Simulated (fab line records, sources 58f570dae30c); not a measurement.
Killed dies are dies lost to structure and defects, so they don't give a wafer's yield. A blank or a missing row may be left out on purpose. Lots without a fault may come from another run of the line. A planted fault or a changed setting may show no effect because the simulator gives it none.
fab line records | flow berkeley_cmos170
record lots=5 wafers=15 last_day=9
route steps=331 shown M1@251 V1@254 M2@271
lots that met no fault: from a run of the same line without faults
start_h: hours from the record's first day to the start of the lot's first wafer shown | wait_h: hours since the lot's step before | " the same as in the row above | L1.1+2: a row that stands for several wafers | - no value, or no start given | * or withheld: withheld | < > ~ a bound
route shown NAME@n: a module of which the file shows steps, and the number in the route of the first | usual: mean/standard deviation of fault-free wafers | same: alike in all rows | chamber/n: place in a boat | sites: the reading at each site | _std_site: their standard deviation | _edge_site: outer sites' mean less inner sites' | radius_mm: how far each site lies from the wafer's centre | mask NAME#n: copy n | behind: the tool/chamber that last shaped the wafer | hold: why the lot was held/for how many hours/how that ended | device: the transistor (n, p or np) that didn't switch | end of line: the same wafers' tests at the end of the route | a step without rows: its recipe alone | killed: dies lost to structure and defects at the first sort, not the wafer's yield | map: a wafer's dies, x killed, . not, _ none there
set.NAME: the setting as run; set.NAME@STEP: as run at that earlier step | model.NAME: the simulator's own value behind a step, which no gauge read
lots at some steps of the route; a table a step, a row a wafer
services: from which hour (start_h, from the record's first day; less than 0 if before it) a tool's chamber was out of use, for how many hours, and why
## steps
# step UCB170_M1_STRIP_13
# recipe chemistry=O2 power_w=400 pressure_mtorr=3500 platen_temp_c=withheld o2_flow_sccm=400 overash_fraction=0.5
# usual drypump_motor_current_A=5.7/0.45 oes_product_au=0.720/0.0044
# columns lot.wafer tool chamber start_h wait_h drypump_motor_current_A oes_product_au rf_hours_counter_h
L074.1 plasma_asher-04 1 155.11 0.1 5.0 0.714 46
L074.2 " 0 " " 5.9 0.724 46
L074.6 " 1 " " 5.0 0.720 -
L077.1 plasma_asher-02 1 171.62 0.1 5.3 0.713 47
L077.2 " 0 " " 5.8 0.712 47
L077.4 " 1 " " 5.3 0.713 -
L078.2 plasma_asher-02 0 171.89 0.1 5.8 0.727 47
L078.3 " 0 " " 5.8 0.718 -
L078.4 " 1 " " 5.3 0.722 -
L082.2 plasma_asher-02 0 183.29 0.1 5.8 0.713 48
L082.3 " 0 " " 5.8 0.714 -
L082.6 " 1 " " 5.3 0.718 -
L087.1 plasma_asher-02 0 206.71 0.1 5.8 0.722 51
L087.2 " 1 " " 5.3 0.723 51
L087.5 " 0 " " 5.8 0.725 -
# step UCB170_M1_CD_MEAS_90
# recipe target_cd_nm=700
# usual cd_nm=699.5/2.5
# columns lot.wafer tool chamber start_h wait_h cd_nm
L074.1 cd_sem-02 - 155.21 0.1 700.2
L074.2 " - " " 699.5
L074.6 " - " " 700.0
L077.1 cd_sem-01 - 171.72 0.1 697.2
L077.2 " - " " 702.0
L077.4 " - " " 696.2
L078.2 cd_sem-01 - 172.10 0.2 696.7
L078.3 " - " " 700.1
L078.4 " - " " 699.5
L082.2 cd_sem-01 - 183.41 0.1 695.8
L082.3 " - " " 696.7
L082.6 " - " " 700.3
L087.1 cd_sem-02 - 206.81 0.1 699.7
L087.2 " - " " 699.3
L087.5 " - " " 700.1
# step UCB170_M1_ANNEAL_14
# recipe temp_c=400 time_s=1200 ambient=forming_gas
# usual spike_tc_load_C=418.9/1 tube_center_temp_C_max=401.03/0.17
# columns lot.wafer tool chamber start_h wait_h spike_tc_load_C tube_center_temp_C_max
L074.1 - - 156.24 1.0 417.9 401.04
L074.2 " - " " 419.8 400.96
L074.6 " - " " 418.1 401.13
L077.1 - - 173.38 1.6 419.5 400.77
L077.2 " - " " 418.8 400.88
L077.4 " - " " 418.0 400.84
L078.2 - - 173.38 1.3 417.3 401.05
L078.3 " - " " 418.6 401.11
L078.4 " - " " 419.2 401.26
L082.2 - - 184.37 0.9 418.2 400.76
L082.3 " - " " 419.7 400.95
L082.6 " - " " 419.4 401.02
L087.1 - - 211.77 4.9 419.7 400.98
L087.2 " - " " 419.5 400.88
L087.5 " - " " 418.7 400.83
# step UCB170_V1_CVD_00
# recipe material=SiO2 target_thk_nm=2000 temp_c=390 precursor=TEOS/O2 time_s=250 rf_w=550 pressure_mtorr=9000
# usual heater_power_w=255/58 susceptor_temp_C=390.00/0.25
# columns lot.wafer tool chamber start_h wait_h heater_power_w susceptor_temp_C
L074.1 pecvd-03 0 157.58 0.0 218 389.97
L074.2 " 1 " " 335 390.13
L074.6 " 0 " " 233 389.76
L077.1 pecvd-03 0 174.71 0.0 198 390.45
L077.2 " 2 " " 347 390.34
L077.4 " 2 " " 266 390.11
L078.2 pecvd-01 2 174.71 0.0 265 389.72
L078.3 " 2 " " 195 389.60
L078.4 " 0 " " 318 390.16
L082.2 pecvd-03 0 185.70 0.0 243 389.48
L082.3 " 1 " " 314 390.24
L082.6 " 2 " " 280 390.21
L087.1 pecvd-03 2 213.10 0.0 381 390.24
L087.2 " 0 " " 226 389.63
L087.5 " 1 " " 236 389.90
# step UCB170_V1_THK_MEAS_01
# recipe reads=SiO2_of_V1_CVD_00
# usual V1_TEOS_THK=1996/27
# columns lot.wafer tool chamber start_h wait_h V1_TEOS_THK[nm]
L074.1 film_metro-03 - 157.81 0.2 1969
L074.2 " - " " 1984
L074.6 " - " " 2028
L077.1 film_metro-01 - 174.94 0.2 2004
L077.2 " - " " 1996
L077.4 " - " " 2055
L078.2 film_metro-03 - 174.95 0.2 1946
L078.3 " - " " 1991
L078.4 " - " " 1975
L082.2 film_metro-03 - 185.87 0.1 1972
L082.3 " - " " 1992
L082.6 " - " " 2004
L087.1 film_metro-03 - 213.26 0.1 1975
L087.2 " - " " 1981
L087.5 " - " " 2007
# step UCB170_V1_CMP_02
# recipe material=SiO2 down_force_psi=6 platen_rpm=60 pad_velocity_m_s=0.75398
# usual motor_current_A=15.7/1.2 slurry_flow_ml_min=149.9/0.52
# columns lot.wafer tool chamber start_h wait_h motor_current_A slurry_flow_ml_min
L074.2 cmp-02 0 157.87 0.0 14.6 150.7
L074.1 " 3 " " 16.1 150.6
L074.6 " 0 " " 13.6 150.9
L077.1 cmp-02 3 175.00 0.1 15.5 149.4
L077.4 " 1 " " 16.8 150.7
L077.2 " 2 " " 14.4 150.0
L078.3 cmp-01 1 175.00 0.0 17.1 150.6
L078.4 " 2 " " 16.7 150.7
L078.2 " 0 " " 14.1 149.9
L082.3 cmp-01 1 186.02 0.1 16.4 149.7
L082.2 " 2 " " 15.7 150.0
L082.6 " 0 " " 14.1 150.8
L087.1 cmp-01 3 213.37 0.1 16.9 148.6
L087.2 " 1 " " 16.9 150.8
L087.5 " 3 " " 17.6 149.2
# step UCB170_V1_BOW_MEAS_03
# recipe mode=bow
# usual V1_BOW=18/6.9
# columns lot.wafer tool chamber start_h wait_h V1_BOW[um]
L074.1 film_metro-01 - 158.22 0.1 12
L074.2 " - " " 13
L074.6 " - " " 22
L077.1 film_metro-01 - 175.30 0.2 25
L077.2 " - " " 17
L077.4 " - " " 16
L078.2 film_metro-02 - 175.32 0.1 13
L078.3 " - " " 20
L078.4 " - " " 31
L082.2 film_metro-02 - 186.24 0.1 17
L082.3 " - " " 19
L082.6 " - " " 25
L087.1 film_metro-03 - 213.62 0.2 22
L087.2 " - " " 15
L087.5 " - " " 15
# step UCB170_V1_THK_MEAS_04
# recipe reads=SiO2_of_V1_CVD_00
# usual V1_POLISHED_THK=1000.3/1
# columns lot.wafer tool chamber start_h wait_h V1_POLISHED_THK[nm]
L074.1 film_metro-01 - 158.34 0.1 1001.0
L074.2 " - " " 1000.2
L074.6 " - " " 1000.0
L077.1 film_metro-01 - 175.42 0.1 1000.9
L077.2 " - " " 1002.5
L077.4 " - " " 1001.6
L078.2 film_metro-02 - 175.43 0.1 999.1
L078.3 " - " " 999.8
L078.4 " - " " 998.3
L082.2 film_metro-02 - 186.35 0.1 1000.4
L082.3 " - " " 1001.0
L082.6 " - " " 1000.0
L087.1 film_metro-03 - 213.74 0.1 1000.5
L087.2 " - " " 1000.6
L087.5 " - " " 1002.0
# step UCB170_V1_CLEAN_05
# recipe chemistry=DIW
# columns lot.wafer tool chamber start_h wait_h
L074.1+2+6 wet_bench-01 3 158.68 0.3
L077.1+2+4 wet_bench-04 2 177.22 1.8
L078.2+3+4 wet_bench-04 0 177.22 1.8
L082.2+3+6 wet_bench-03 0 186.40 0.0
L087.1+2+5 wet_bench-03 1 213.89 0.1
# step UCB170_V1_HMDS_06
# recipe prime_time_s=60 prime_temp_c=100
# columns lot.wafer tool chamber start_h wait_h
L074.1+2+6 litho_track-01 0 160.03 1.2
L077.1+2+4 litho_track-01 0 177.39 0.0
L078.2+3+4 litho_track-03 0 177.42 0.0
L082.2+3+6 litho_track-04 0 187.38 0.8
L087.1+2+5 litho_track-01 0 214.26 0.2
# step UCB170_V1_COAT_07
# recipe resist=KrF spin_rpm=1500 resist_thk_nm=900
# usual spin_speed_rpm=1500.1/1
# columns lot.wafer tool chamber start_h wait_h spin_speed_rpm
L074.1 litho_track-01 0 160.18 0.1 1498.8
L074.2 " 0 " " 1500.1
L074.6 " 0 " " 1499.4
L077.1 litho_track-01 0 177.54 0.1 1501.0
L077.2 " 0 " " 1499.2
L077.4 " 0 " " 1499.1
L078.2 litho_track-03 0 177.57 0.1 1501.0
L078.3 " 0 " " 1499.6
L078.4 " 0 " " 1498.0
L082.2 litho_track-04 0 187.53 0.1 1501.4
L082.3 " 0 " " 1501.5
L082.6 " 0 " " 1501.9
L087.1 litho_track-01 0 214.41 0.1 1499.6
L087.2 " 0 " " 1499.1
L087.5 " 0 " " 1501.4
# step UCB170_V1_SOFTBAKE_08
# recipe resist=KrF temp_c=130 time_s=60
# columns lot.wafer tool chamber start_h wait_h
L074.1+2+6 litho_track-01 0 160.33 0.1
L077.1+2+4 litho_track-01 0 177.69 0.1
L078.2+3+4 litho_track-03 0 177.72 0.1
L082.2+3+6 litho_track-04 0 187.68 0.1
L087.1+2+5 litho_track-01 0 214.56 0.1
# step UCB170_V1_EXPOSE_09
# recipe mask_id=VIA1 target_cd_nm=700 na=0.5 sigma_outer=0.6 source_shape=conventional dose_mj=37
# columns lot.wafer tool chamber start_h wait_h mask
L074.1+2+6 krf_scanner-02 0 160.61 0.2 VIA1#0
L078.2+3+4 krf_scanner-01 0 177.92 0.2 VIA1#0
L077.1+2+4 krf_scanner-02 0 178.14 0.4 VIA1#0
L082.2+3+6 krf_scanner-02 0 187.82 0.1 VIA1#0
L087.1+2+5 krf_scanner-02 0 214.74 0.2 VIA1#0
# step UCB170_V1_PEB_10
# recipe peb_temp_c=130 peb_time_s=withheld resist=KrF
# columns lot.wafer tool chamber start_h wait_h
L074.1+2+6 litho_track-03 0 161.23 0.6
L078.2+3+4 litho_track-01 0 178.20 0.3
L077.1+2+4 litho_track-04 0 178.26 0.1
L082.2+3+6 litho_track-04 0 188.38 0.5
L087.1+2+5 litho_track-04 0 215.11 0.3
# step UCB170_V1_DEVELOP_11
# recipe developer=TMAH develop_time_s=45 resist=KrF dev_temp_c=21
# columns lot.wafer tool chamber start_h wait_h
L074.1+2+6 litho_track-03 0 - -
L078.2+3+4 litho_track-01 0 - -
L077.1+2+4 litho_track-04 0 - -
L082.2+3+6 litho_track-04 0 - -
L087.1+2+5 litho_track-04 0 - -
# step UCB170_V1_CD_MEAS_12
# recipe target_cd_nm=700
# usual cd_nm=700.4/1.5
# columns lot.wafer tool chamber start_h wait_h cd_nm
L074.1 cd_sem-02 - 161.51 - 700.2
L074.2 " - " " 700.2
L074.6 " - " " 700.5
L078.2 cd_sem-01 - 178.47 - 701.0
L078.3 " - " " 700.6
L078.4 " - " " 700.6
L077.1 cd_sem-02 - 178.53 - 702.8
L077.2 " - " " 701.5
L077.4 " - " " 701.3
L082.2 cd_sem-02 - 188.65 - 699.0
L082.3 " - " " 699.1
L082.6 " - " " 698.9
L087.1 cd_sem-02 - 215.38 - 700.3
L087.2 " - " " 698.6
L087.5 " - " " 700.0
# step UCB170_V1_OVL_MEAS_13
# usual V1_OVL=-1/6.1
# columns lot.wafer tool chamber start_h wait_h V1_OVL[nm]
L074.1 overlay-01 - 161.63 0.1 1
L074.2 " - " " 1
L074.6 " - " " 10
L078.2 overlay-01 - 178.57 0.1 6
L078.3 " - " " -4
L078.4 " - " " -8
L077.1 overlay-02 - 178.65 0.1 1
L077.2 " - " " 1
L077.4 " - " " -1
L082.2 overlay-02 - 188.75 0.1 4
L082.3 " - " " 4
L082.6 " - " " 0
L087.1 overlay-02 - 215.50 0.1 -11
L087.2 " - " " -12
L087.5 " - " " -14
# step UCB170_V1_ETCH_14
# recipe chemistry=CHF3/CF4/Ar target=SiO2 stop_on=Al CHF3_flow_sccm=45 cf4_flow_sccm=15 Ar_flow_sccm=150 pressure_mtorr=200 rf_w=700 target_depth_a=12500 over_etch_frac=0.25 time_s=291
# usual drypump_motor_current_A=5.6/0.42 oes_product_au=0.878/0.015 throttle_valve_pct=6.96/0.13
# columns lot.wafer tool chamber start_h wait_h drypump_motor_current_A oes_product_au rf_hours_counter_h throttle_valve_pct
L074.1 rie_diel-01 2 161.67 0.0 6.4 0.887 1 6.73
L074.2 " 0 " " 5.3 0.873 37 6.90
L074.6 " 1 " " 5.9 0.881 - 6.79
L078.2 rie_diel-03 0 178.60 0.0 5.2 0.886 37 6.79
L078.3 " 1 " " 5.8 0.887 8 7.03
L078.4 " 3 " " 5.7 0.855 86 6.85
L077.1 rie_diel-01 2 178.69 0.0 6.3 0.885 2 6.72
L077.2 " 3 " " 5.5 0.879 152 6.94
L077.4 " 0 " " 5.3 0.875 38 6.89
L082.2 rie_diel-03 1 188.78 0.0 5.7 0.888 8 7.03
L082.3 " 2 " " 5.0 0.867 146 7.10
L082.6 " 2 " " 5.0 0.867 - 7.12
L087.1 rie_diel-02 2 215.54 0.0 6.2 0.876 9 7.11
L087.2 " 3 " " 5.9 0.869 83 7.11
L087.5 " 2 " " 6.2 0.881 - 7.14
# step UCB170_V1_STRIP_15
# recipe chemistry=O2 power_w=400 pressure_mtorr=3500 platen_temp_c=withheld o2_flow_sccm=400 overash_fraction=0.5
# usual drypump_motor_current_A=5.5/0.31 oes_product_au=0.722/0.0044 strip_time_to_endpoint_s=15.35/0.083
# columns lot.wafer tool chamber start_h wait_h drypump_motor_current_A oes_product_au rf_hours_counter_h strip_time_to_endpoint_s
L074.1 plasma_asher-04 1 161.85 0.1 5.0 0.719 46 15.37
L074.2 " 0 " " 5.9 0.717 46 15.31
L074.6 " 0 " " 5.9 0.725 - 15.34
L078.2 plasma_asher-03 0 178.78 0.1 5.6 0.724 40 15.31
L078.3 " 1 " " 5.5 0.726 - 15.31
L078.4 " 0 " " 5.6 0.721 - 15.30
L077.1 plasma_asher-02 0 178.87 0.1 5.8 0.722 48 15.39
L077.2 " 1 " " 5.3 0.722 48 15.31
L077.4 " 0 " " 5.8 0.721 - 15.40
L082.2 plasma_asher-04 1 188.96 0.1 5.0 0.723 50 15.43
L082.3 " 0 " " 5.9 0.726 - 15.45
L082.6 " 0 " " 5.9 0.723 - 15.55
L087.1 plasma_asher-04 0 215.72 0.1 5.9 0.718 53 15.29
L087.2 " 1 " " 5.0 0.719 53 15.18
L087.5 " 1 " " 5.0 0.731 - 15.33
# step UCB170_V1_CD_MEAS_90
# recipe target_cd_nm=700
# usual cd_nm=700.3/1.6
# columns lot.wafer tool chamber start_h wait_h cd_nm
L074.1 cd_sem-02 - 161.95 0.1 700.3
L074.2 " - " " 699.9
L074.6 " - " " 700.5
L078.2 cd_sem-02 - 178.90 0.1 700.7
L078.3 " - " " 701.5
L078.4 " - " " 701.1
L077.1 cd_sem-01 - 178.97 0.1 702.7
L077.2 " - " " 701.3
L077.4 " - " " 700.8
L082.2 cd_sem-01 - 189.08 0.1 698.6
L082.3 " - " " 698.2
L082.6 " - " " 699.1
L087.1 cd_sem-01 - 215.86 0.1 699.1
L087.2 " - " " 698.9
L087.5 " - " " 699.6
# step UCB170_M2_PRE_CLEAN_00
# recipe gas=Ar preclean_etch_time_s=60
# columns lot.wafer tool chamber start_h wait_h
L074.1+2+6 pvd_sputter-04 - 162.07 0.1
L078.2+3+4 pvd_sputter-02 - 179.00 0.1
L077.1+2+4 pvd_sputter-04 - 179.09 0.1
L082.2+3+6 pvd_sputter-02 - 189.18 0.1
L087.1+2+5 pvd_sputter-04 - 215.98 0.1
# step UCB170_M2_SPUTTER_01
# recipe material=Al target_thk_nm=900 time_s=120 power_w=6000 chamber_pressure_pa=0.5
# usual throttle_valve_pct=30.6/1
# columns lot.wafer tool chamber start_h wait_h throttle_valve_pct
L074.1 pvd_sputter-04 - 162.13 0.0 30.4
L074.2 " - " " 29.6
L074.6 " - " " 30.4
L078.2 pvd_sputter-02 - 179.07 0.0 31.6
L078.3 " - " " 30.2
L078.4 " - " " 29.5
L077.1 pvd_sputter-04 - 179.15 0.0 29.5
L077.2 " - " " 29.7
L077.4 " - " " 30.4
L082.2 pvd_sputter-02 - 189.25 0.0 30.0
L082.3 " - " " 29.9
L082.6 " - " " 30.3
L087.1 pvd_sputter-04 - 216.05 0.0 29.5
L087.2 " - " " 29.6
L087.5 " - " " 29.9
# step UCB170_M2_RS_MEAS_02
# recipe thk_meas_gauge=four-point-probe reads=Al_of_M2_SPUTTER_01
# usual M2_AL_RS=0.03223/0.00025
# columns lot.wafer tool chamber start_h wait_h M2_AL_RS[ohm/sq]
L074.1 film_metro-03 - 162.22 0.0 0.03217
L074.2 " - " " 0.03192
L074.6 " - " " 0.03222
L078.2 film_metro-03 - 179.17 0.1 0.03202
L078.3 " - " " 0.03189
L078.4 " - " " 0.03223
L077.1 film_metro-02 - 179.24 0.0 0.03167
L077.2 " - " " 0.0317
L077.4 " - " " 0.03167
L082.2 film_metro-03 - 189.35 0.1 0.03239
L082.3 " - " " 0.03255
L082.6 " - " " 0.03229
L087.1 film_metro-02 - 216.13 0.0 0.03219
L087.2 " - " " 0.03235
L087.5 " - " " 0.03216
# step UCB170_M2_THK_MEAS_03
# recipe thk_meas_gauge=xrf reads=Al_of_M2_SPUTTER_01
# usual M2_AL_THK=891/9.4
# columns lot.wafer tool chamber start_h wait_h M2_AL_THK[nm]
L074.1 film_metro-03 - 162.34 0.1 891
L074.2 " - " " 894
L074.6 " - " " 890
L078.2 film_metro-03 - 179.28 0.1 886
L078.3 " - " " 890
L078.4 " - " " 881
L077.1 film_metro-02 - 179.36 0.1 912
L077.2 " - " " 912
L077.4 " - " " 909
L082.2 film_metro-03 - 189.46 0.1 877
L082.3 " - " " 873
L082.6 " - " " 879
L087.1 film_metro-02 - 216.25 0.1 895
L087.2 " - " " 881
L087.5 " - " " 893
# step UCB170_M2_HMDS_04
# recipe prime_time_s=60 prime_temp_c=100
# columns lot.wafer tool chamber start_h wait_h
L074.1+2+6 litho_track-01 0 162.47 0.1
L078.2+3+4 litho_track-02 0 179.41 0.1
L077.1+2+4 litho_track-01 0 179.46 0.1
L082.2+3+6 litho_track-02 0 190.19 0.7
L087.1+2+5 litho_track-03 0 216.31 0.1
# step UCB170_M2_COAT_05
# recipe resist=KrF spin_rpm=1500 resist_thk_nm=900
# usual spin_speed_rpm=1500.1/0.93
# columns lot.wafer tool chamber start_h wait_h spin_speed_rpm
L074.1 litho_track-01 0 162.62 0.1 1499.3
L074.2 " 0 " " 1501.7
L074.6 " 0 " " 1499.8
L078.2 litho_track-02 0 179.56 0.1 1500.9
L078.3 " 0 " " 1501.4
L078.4 " 0 " " 1500.6
L077.1 litho_track-01 0 179.61 0.1 1499.3
L077.2 " 0 " " 1498.5
L077.4 " 0 " " 1498.8
L082.2 litho_track-02 0 190.34 0.1 1501.0
L082.3 " 0 " " 1502.1
L082.6 " 0 " " 1501.0
L087.1 litho_track-03 0 216.46 0.1 1500.1
L087.2 " 0 " " 1500.7
L087.5 " 0 " " 1500.2
# step UCB170_M2_SOFTBAKE_06
# recipe resist=KrF temp_c=130 time_s=60
# columns lot.wafer tool chamber start_h wait_h
L074.1+2+6 litho_track-01 0 162.77 0.1
L078.2+3+4 litho_track-02 0 179.71 0.1
L077.1+2+4 litho_track-01 0 179.76 0.1
L082.2+3+6 litho_track-02 0 190.49 0.1
L087.1+2+5 litho_track-03 0 216.61 0.1
# step UCB170_M2_STRIP_07
# recipe chemistry=O2 power_w=400 pressure_mtorr=3500 platen_temp_c=withheld o2_flow_sccm=400 overash_fraction=0.5
# usual drypump_motor_current_A=5.7/0.35 oes_product_au=0.734/0.0047 strip_time_to_endpoint_s=21.95/0.06
# columns lot.wafer tool chamber start_h wait_h drypump_motor_current_A oes_product_au rf_hours_counter_h strip_time_to_endpoint_s
L074.1 plasma_asher-02 0 162.92 0.1 5.8 0.737 46 21.94
L074.2 " 1 " " 5.3 0.735 46 21.91
L074.6 " 1 " " 5.3 0.732 - 21.96
L078.2 plasma_asher-02 0 179.83 0.1 5.8 0.730 48 22.03
L078.3 " 1 " " 5.4 0.733 - 22.03
L078.4 " 0 " " 5.8 0.735 - 22.03
L077.1 plasma_asher-03 0 179.91 0.1 5.6 0.742 40 21.88
L077.2 " 1 " " 5.5 0.729 40 21.96
L077.4 " 0 " " 5.6 0.731 - 21.89
L082.2 plasma_asher-02 1 190.62 0.1 5.3 0.734 49 21.98
L082.3 " 1 " " 5.3 0.734 - 21.98
L082.6 " 0 " " 5.8 0.738 - 21.94
L087.1 plasma_asher-02 1 216.76 0.1 5.4 0.740 52 21.89
L087.2 " 0 " " 5.8 0.732 52 21.86
L087.5 " 0 " " 5.8 0.726 - 21.81
# step UCB170_M2_STRIP_08
# recipe chemistry=DMSO temp_c=80 time_s=600 material=KrF
# columns lot.wafer tool chamber start_h wait_h
L074.1+2+6 wet_bench-02 3 163.18 0.2
L078.2+3+4 wet_bench-03 2 179.93 0.1
L077.1+2+4 wet_bench-02 0 180.01 0.1
L082.2+3+6 wet_bench-02 1 190.72 0.1
L087.1+2+5 wet_bench-02 1 216.86 0.1
# step UCB170_M2_COAT_09
# recipe resist=BARC temp_c=withheld time_s=withheld spin_rpm=3000 resist_thk_nm=withheld
# usual spin_speed_rpm=3000.1/1.9
# columns lot.wafer tool chamber start_h wait_h spin_speed_rpm
L074.1 litho_track-02 0 163.39 0.0 3001.0
L074.2 " 0 " " 3000.6
L074.6 " 0 " " 2999.8
L078.2 litho_track-02 0 180.31 0.2 3000.7
L078.3 " 0 " " 2999.8
L078.4 " 0 " " 2998.4
L077.1 litho_track-01 0 180.46 0.3 2999.8
L077.2 " 0 " " 3001.3
L077.4 " 0 " " 3003.6
L082.2 litho_track-03 0 191.47 0.6 3003.1
L082.3 " 0 " " 3000.8
L082.6 " 0 " " 3003.9
L087.1 litho_track-03 0 217.04 0.0 3001.1
L087.2 " 0 " " 3001.5
L087.5 " 0 " " 3000.7
# step UCB170_M2_COAT_10
# recipe resist=KrF spin_rpm=1500 resist_thk_nm=900
# usual spin_speed_rpm=1499.9/0.98
# columns lot.wafer tool chamber start_h wait_h spin_speed_rpm
L074.1 litho_track-02 0 - - 1500.2
L074.2 " 0 " " 1499.5
L074.6 " 0 " " 1499.9
L078.2 litho_track-02 0 - - 1500.2
L078.3 " 0 " " 1500.4
L078.4 " 0 " " 1498.9
L077.1 litho_track-01 0 - - 1500.4
L077.2 " 0 " " 1500.2
L077.4 " 0 " " 1499.6
L082.2 litho_track-03 0 - - 1501.7
L082.3 " 0 " " 1499.4
L082.6 " 0 " " 1500.2
L087.1 litho_track-03 0 - - 1500.9
L087.2 " 0 " " 1500.8
L087.5 " 0 " " 1499.7
# step UCB170_M2_SOFTBAKE_11
# recipe resist=KrF temp_c=130 time_s=60
# columns lot.wafer tool chamber start_h wait_h
L074.1+2+6 litho_track-02 0 - -
L078.2+3+4 litho_track-02 0 - -
L077.1+2+4 litho_track-01 0 - -
L082.2+3+6 litho_track-03 0 - -
L087.1+2+5 litho_track-03 0 - -
# step UCB170_M2_EXPOSE_12
# recipe mask_id=METAL2 target_cd_nm=700 na=0.5 sigma_outer=0.6 source_shape=conventional dose_mj=26
# columns lot.wafer tool chamber start_h wait_h mask
L074.1+2+6 krf_scanner-02 0 163.84 - METAL2#0
L078.2+3+4 krf_scanner-02 0 180.88 - METAL2#0
L077.1+2+4 krf_scanner-01 0 181.10 - METAL2#0
L082.2+3+6 krf_scanner-02 0 191.93 - METAL2#0
L087.1+2+5 krf_scanner-01 0 217.49 - METAL2#0
# step UCB170_M2_PEB_13
# recipe peb_temp_c=130 peb_time_s=withheld resist=KrF
# columns lot.wafer tool chamber start_h wait_h
L074.1+2+6 litho_track-02 0 164.29 0.4
L078.2+3+4 litho_track-02 0 181.03 0.1
L077.1+2+4 litho_track-03 0 181.21 0.1
L082.2+3+6 litho_track-01 0 192.93 1.0
L087.1+2+5 litho_track-01 0 217.60 0.1
# step UCB170_M2_DEVELOP_14
# recipe developer=TMAH develop_time_s=45 resist=KrF dev_temp_c=21
# columns lot.wafer tool chamber start_h wait_h
L074.1+2+6 litho_track-02 0 - -
L078.2+3+4 litho_track-02 0 - -
L077.1+2+4 litho_track-03 0 - -
L082.2+3+6 litho_track-01 0 - -
L087.1+2+5 litho_track-01 0 - -
# step UCB170_M2_CD_MEAS_15
# recipe target_cd_nm=700
# usual cd_nm=699.5/1.4
# columns lot.wafer tool chamber start_h wait_h cd_nm
L074.1 cd_sem-01 - 164.57 - 699.0
L074.2 " - " " 699.7
L074.6 " - " " 700.0
L078.2 cd_sem-01 - 181.30 - 699.1
L078.3 " - " " 699.4
L078.4 " - " " 698.8
L077.1 cd_sem-02 - 181.56 - 699.3
L077.2 " - " " 700.4
L077.4 " - " " 700.8
L082.2 cd_sem-02 - 193.20 - 697.8
L082.3 " - " " 698.9
L082.6 " - " " 698.6
L087.1 cd_sem-02 - 217.88 - 700.3
L087.2 " - " " 700.6
L087.5 " - " " 699.5
# step UCB170_M2_OVL_MEAS_16
# usual M2_OVL=-1/5
# columns lot.wafer tool chamber start_h wait_h M2_OVL[nm]
L074.1 overlay-01 - 164.69 0.1 -7
L074.2 " - " " 0
L074.6 " - " " -5
L078.2 overlay-01 - 181.41 0.1 1
L078.3 " - " " 2
L078.4 " - " " -5
L077.1 overlay-02 - 181.68 0.1 1
L077.2 " - " " -8
L077.4 " - " " -2
L082.2 overlay-02 - 193.31 0.1 -3
L082.3 " - " " 0
L082.6 " - " " -3
L087.1 overlay-02 - 218.00 0.1 -9
L087.2 " - " " -6
L087.5 " - " " -6
# step UCB170_M2_ETCH_17
# recipe chemistry=N2/H2 target_depth_a=withheld overetch_a=withheld target=BARC time_s=withheld source_w=500 bias_w=100 pressure_mtorr=30 n2_flow_sccm=100 h2_flow_sccm=200
# usual drypump_motor_current_A=5.7/0.4 h2_flow_sccm=200.0/0.62 oes_product_au=1.001/0.017 throttle_valve_pct=13.30/0.24
# columns lot.wafer tool chamber start_h wait_h drypump_motor_current_A h2_flow_sccm oes_product_au throttle_valve_pct
L074.1 rie_diel-02 0 164.72 0.0 5.1 199.6 1.025 13.51
L074.2 " 1 " " 6.0 200.7 0.995 13.41
L074.6 " 3 " " 5.9 200.1 0.997 13.65
L078.2 rie_diel-03 1 181.44 0.0 5.8 200.7 1.022 13.39
L078.3 " 0 " " 5.2 200.8 1.019 13.08
L078.4 " 2 " " 5.0 199.8 0.989 13.58
L077.1 rie_diel-04 0 181.71 0.0 5.4 199.8 0.975 12.99
L077.2 " 2 " " 5.7 199.4 0.990 13.54
L077.4 " 3 " " 6.3 200.3 1.014 12.91
L082.2 rie_diel-03 3 193.34 0.0 5.8 199.4 0.975 13.15
L082.3 " 1 " " 5.8 200.1 1.012 13.41
L082.6 " 0 " " 5.2 199.9 1.027 13.10
L087.1 rie_diel-02 1 218.03 0.0 6.0 198.9 0.981 13.41
L087.2 " 0 " " 5.0 199.1 1.021 13.50
L087.5 " 3 " " 5.9 199.7 0.999 13.64
# step UCB170_M2_METAL_ETCH_18
# recipe chemistry=Cl2/BCl3 target=Al stop_on=SiO2 pressure_mtorr=12 target_depth_a=11700 over_etch_frac=0.3 time_s=195 icp_w=600 bias_w=120 Cl2_flow_sccm=90 bcl3_flow_sccm=45
# usual drypump_motor_current_A=5.9/0.48 oes_product_au=0.847/0.02 throttle_valve_pct=24.28/0.14
# columns lot.wafer tool chamber start_h wait_h drypump_motor_current_A oes_product_au rf_hours_counter_h throttle_valve_pct
L074.1 rie_metal-03 0 164.77 - 6.0 0.829 0.8 24.34
L074.2 " 1 " " 6.3 0.875 3.6 24.36
L074.6 " 0 " " 6.1 0.827 - 24.36
L078.2 rie_metal-04 1 181.48 - 6.5 0.854 6.8 24.34
L078.3 " 0 " " 5.0 0.835 - 23.95
L078.4 " 1 " " 6.5 0.854 - 24.35
L077.1 rie_metal-01 1 181.76 - 5.9 0.888 9.4 24.20
L077.2 " 0 " " 5.4 0.857 6.1 24.35
L077.4 " 0 " " 5.4 0.857 - 24.36
L082.2 rie_metal-01 1 193.38 - 5.9 0.873 9.8 24.22
L082.3 " 0 " " 5.4 0.841 - 24.38
L082.6 " 0 " " 5.4 0.851 - 24.39
L087.1 rie_metal-04 1 218.08 - 6.5 0.853 8.2 24.33
L087.2 " 0 " " 5.1 0.830 3.5 23.96
L087.5 " 1 " " 6.5 0.850 - 24.33
## services
# columns tool chamber start_h hours kind
cmp-02 - 133.98 3.1 repair
krf_scanner-02 - 138.28 1.0 pm
cmp-01 - 138.76 0.4 repair
krf_scanner-01 - 140.03 1.3 pm
cmp-01 - 146.77 3.9 repair
pecvd-01 - 150.32 6.0 pm
rie_diel-01 - 151.16 2.8 pm
rie_diel-04 0 152.52 6.7 repair
pecvd-03 2 154.05 17.7 repair
krf_scanner-01 - 162.12 6.0 pm
pecvd-03 1 163.52 12.8 repair
plasma_asher-04 - 176.20 0.8 repair
cmp-01 - 177.26 0.6 repair
krf_scanner-01 - 182.18 3.6 pm
rie_diel-02 3 184.35 3.8 repair
krf_scanner-01 - 191.02 2.2 repair
cmp-01 - 192.50 2.1 repair
krf_scanner-01 - 195.79 4.0 pm
plasma_asher-02 - 197.61 2.8 pm
rie_diel-02 3 210.18 4.5 repair
plasma_asher-03 - 213.39 2.5 repair
plasma_asher-03 - 213.41 3.6 repair
plasma_asher-03 - 214.37 3.7 repair
pvd_sputter-02 - 214.42 7.2 repair
## key
fault none
